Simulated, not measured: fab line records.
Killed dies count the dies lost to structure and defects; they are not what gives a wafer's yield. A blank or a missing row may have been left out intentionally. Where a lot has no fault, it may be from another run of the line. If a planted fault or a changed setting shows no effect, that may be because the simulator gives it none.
What tool caused it?    flow berkeley cmos170    45 wafers from 15 lots sampled at 4 of the route's 331 steps

WHAT EACH GAUGE READ, for each wafer
UCB170_ACTIVE_THK_MEAS_06.
lot   measured     on             ACTIVE_NITRIDE_THK (nm)
L467  day 4 20:14  film metro-03  217.7 219.6 218.7
L469  day 5 03:23  film metro-01  220.1 220.2 219.9
L468  day 5 08:48  film metro-03  222.1 221.5 219.8
L470  day 5 08:52  film metro-03  217.6 219.8 217.5
L474  day 6 13:16  film metro-03  220.4 220.1 219.6
L472  day 6 13:17  film metro-01  219.5 219.4 218.7
L473  day 6 13:19  film metro-02  222.0 223.0 221.2
L478  day 7 05:02  film metro-02  221.7 221.1 221.7
L479  day 7 16:05  film metro-02  221.0 220.9 220.1
L480  day 7 16:08  film metro-03  221.7 221.3 220.6
L482  day 8 07:34  film metro-03  223.2 223.1 225.4
L484  day 8 16:47  film metro-03  222.3 221.5 220.3
L489  day 9 10:15  film metro-03  213.1 215.2 215.3
L488  day 9 10:16  film metro-02  215.9 216.9 218.0
L490  day 9 10:19  film metro-03  215.6 215.7 215.6

UCB170_PFIELD_OVL_MEAS_06.
lot   measured     on          PFIELD_OVL (nm)
L467  day 5 00:57  overlay-02  5 -8 3
L469  day 5 05:56  overlay-01  -4 4 2
L468  day 5 12:37  overlay-02  0 4 -2
L470  day 5 12:25  overlay-01  0 -8 -2
L474  day 6 20:09  overlay-02  -1 3 5
L472  day 6 19:59  overlay-02  -1 0 5
L473  day 6 20:15  overlay-01  2 4 -5
L478  day 7 08:33  overlay-02  3 7 -2
L479  day 7 18:56  overlay-01  186 187 190
L480  day 7 19:32  overlay-02  184 182 182
L482  day 8 10:26  overlay-01  181 188 186
L484  day 8 19:50  overlay-01  9 9 4
L489  day 9 15:54  overlay-02  3 2 9
L488  day 9 17:05  overlay-01  4 3 5
L490  day 9 17:05  overlay-02  -3 9 -1

UCB170_NSD_TW_MEAS_10.
lot   measured      on             NSD_TW
L467  day 8 02:35   film metro-03  4190 4195 4202
L469  day 8 02:17   film metro-03  4215 4223 4217
L468  day 8 02:17   film metro-02  4157 4128 4131
L470  day 8 02:50   film metro-01  4192 4189 4213
L474  day 9 19:34   film metro-01  4204 4199 4188
L472  day 9 20:14   film metro-01  4174 4186 4180
L473  day 9 19:51   film metro-03  4219 4213 4214
L478  day 10 11:11  film metro-01  4199 4215 4202
L479  day 11 05:00  film metro-02  4167 4170 4165
L480  day 11 04:43  film metro-01  4207 4172 4175
L482  day 11 18:59  film metro-01  4167 4156 4179
L484  day 11 23:22  film metro-01  4208 4158 4158
L489  day 12 18:08  film metro-03  4240 4225 4235
L488  day 12 17:44  film metro-03  4189 4205 4206
L490  day 12 18:17  film metro-02  4127 4127 4111

WHICH TOOL RAN EACH LOT (tool, then ch and the chambers of the sampled wafers, then the start)
lot   UCB170_PFIELD_EXPOSE_03
L467  krf scanner-02 ch 0, day 5 00:34
L469  krf scanner-02 ch 0, day 5 05:29
L468  krf scanner-01 ch 0, day 5 11:50
L470  krf scanner-01 ch 0, day 5 11:43
L474  krf scanner-02 ch 0, day 6 18:26
L472  krf scanner-01 ch 0, day 6 18:15
L473  krf scanner-01 ch 0, day 6 18:41
L478  krf scanner-01 ch 0, day 7 08:08
L479  krf scanner-02 ch 0, day 7 18:16
L480  krf scanner-02 ch 0, day 7 18:39
L482  krf scanner-02 ch 0, day 8 10:02
L484  krf scanner-01 ch 0, day 8 19:26
L489  krf scanner-01 ch 0, day 9 15:18
L488  krf scanner-01 ch 0, day 9 15:56
L490  krf scanner-01 ch 0, day 9 16:01
- UCB170_PFIELD_EXPOSE_03: exposes mask PFIELD, target cd 1500 nm.

WHAT THE TOOLS THEMSELVES READ (means of the sampled wafers that have a number; where no wafer has one, the mark that the record gives instead)
The record holds no such reading with a usual standard deviation.

THE ANSWER, worked out from the rows above alone
Rule: usual is defined by the lots themselves. Put in order of their means at a reading, lots are off if they are a third of the lots or fewer, leave a main group of 4 or more, and stand apart from it by a gap of 3 or more times the standard deviation of the main group's means; of several such gaps the widest counts. Not used: any main group whose means are identical at the precision the tables above print for the reading. Also off: a lot with no number at a reading for which 4 or more lots have one. All remaining lots with rows at the step are treated as sound. The gauges are gone through in route order, then the tools' own readings, and for those a lot's mean is taken as printed above. At the first step where some lot is off, the reading lying furthest off is the one used; lots without a number count as furthest.
Off: at UCB170_PFIELD_OVL_MEAS_06 (PFIELD_OVL), L479, L480, L482. For the main group the mean is 2 nm and the standard deviation 2.6.
A tool fits if, at a process step before that reading, it ran every lot that is off, and no sound lot after the first of them. The gauges at UCB170_PFIELD_OVL_MEAS_06 are tried like those tools. One fits: UCB170_PFIELD_EXPOSE_03 on krf scanner-02. A fault onset in the window from L474 (day 6 18:26, its last sound lot) to L479 (day 7 18:16, its first lot off) fits.

WHAT THE SIMULATOR HAD INSERTED
Scanner matching overlay: krf scanner-02, from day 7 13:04 on, at UCB170_PFIELD_EXPOSE_03. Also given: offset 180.
Struck lots among those shown: L479, L480, L482. The same result came from the rule above.
